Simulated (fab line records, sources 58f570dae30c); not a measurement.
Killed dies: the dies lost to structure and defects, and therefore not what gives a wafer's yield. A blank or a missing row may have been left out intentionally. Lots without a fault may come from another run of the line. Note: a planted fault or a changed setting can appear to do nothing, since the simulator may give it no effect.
2 desks looking at one fault ; flow berkeley cmos170 ; each desk holds nothing but its own numbers, with what lay behind them at the end

FOR THE TOOL OWNER'S DESK: litho track-02
The tool's own readings at UCB170_PSD_PEB_04, given as means over the sampled wafers that have a number, one for each lot that went through this tool. Any lot whose mean is over 4 standard deviations away from the usual mean is out of limits and marked OUT; that distance is given in the brackets.
Columns: A = heater power total W at UCB170_PSD_PEB_04, usual 56.80 W
lot;first seen here;A
L171;day 6 22:17;56.83
L174;day 7 20:49;56.80
L177;day 8 04:14;56.74
L179;day 8 11:08;65.96 (+99 or more) OUT
L184;day 9 15:22;65.90 (+99 or more) OUT
This desk's verdict: out of limits on L179, L184, starting with L179 at day 8 11:08 (heater power total W at UCB170_PSD_PEB_04). L171, L174, L177 stayed within limits.

AT THE METROLOGY DESK
What the gauges read for every lot (on any tool): the sampled wafers with a number, averaged. Any lot whose mean is over 4 standard deviations away from the usual mean is out of limits and marked OUT; that distance is given in the brackets.
Columns: A = INCOMING_BOW at UCB170_START_BOW_MEAS_00, usual 1 um; B = START_OXIDE_THK at UCB170_START_THK_MEAS_03, usual 19.9 nm; C = cd nm at UCB170_PSD_CD_MEAS_06, usual 1200.3 nm
lot;first seen here;A;B;C
L169;day 1 10:01;-0;19.9;1199.0
L170;day 1 15:01;0;20.0;1198.4
L171;day 1 20:00;-3;20.3;1200.3
L172;day 2 01:07;8;20.3;1198.1
L174;day 2 11:01;-1;20.1;1202.6
L175;day 2 16:00;-0;19.0;1199.3
L177;day 3 02:08;3;20.2;1201.5
L179;day 3 12:00;3;19.8;1164.7 (-24) OUT
L180;day 3 17:01;2;19.3;1202.7
L182;day 4 03:01;3;19.9;1200.5
L183;day 4 08:00;-3;20.5;1199.4
L184;day 4 13:00;-0;20.4;1171.2 (-19) OUT
L188;day 5 09:01;1;19.5;1201.0
L191;day 6 00:00;7;19.7;1198.4
This desk's verdict: out of limits on L179, L184, starting with L179 at day 8 11:24 (cd nm at UCB170_PSD_CD_MEAS_06). L169, L170, L171, L172, L174, L175, L177, L180, L182, L183, L188, L191 stayed within limits.

PUT TOGETHER
On L179, L184, at day 8 11:08, an alarm was possible from the tool owner's desk.
The metrology desk could have raised an alarm at day 8 11:24, on L179, L184.
Of the lots named, all ran UCB170_PSD_PEB_04 on litho track-02.

WHAT THE SIMULATOR HAD INSERTED
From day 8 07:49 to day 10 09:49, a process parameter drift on litho track-02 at UCB170_PSD_PEB_04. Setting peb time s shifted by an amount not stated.
Lots struck among those shown: L179, L184.
Hours from the fault's start to each desk's first reading out of limits: the tool owner's desk, 3; the metrology desk, 4.
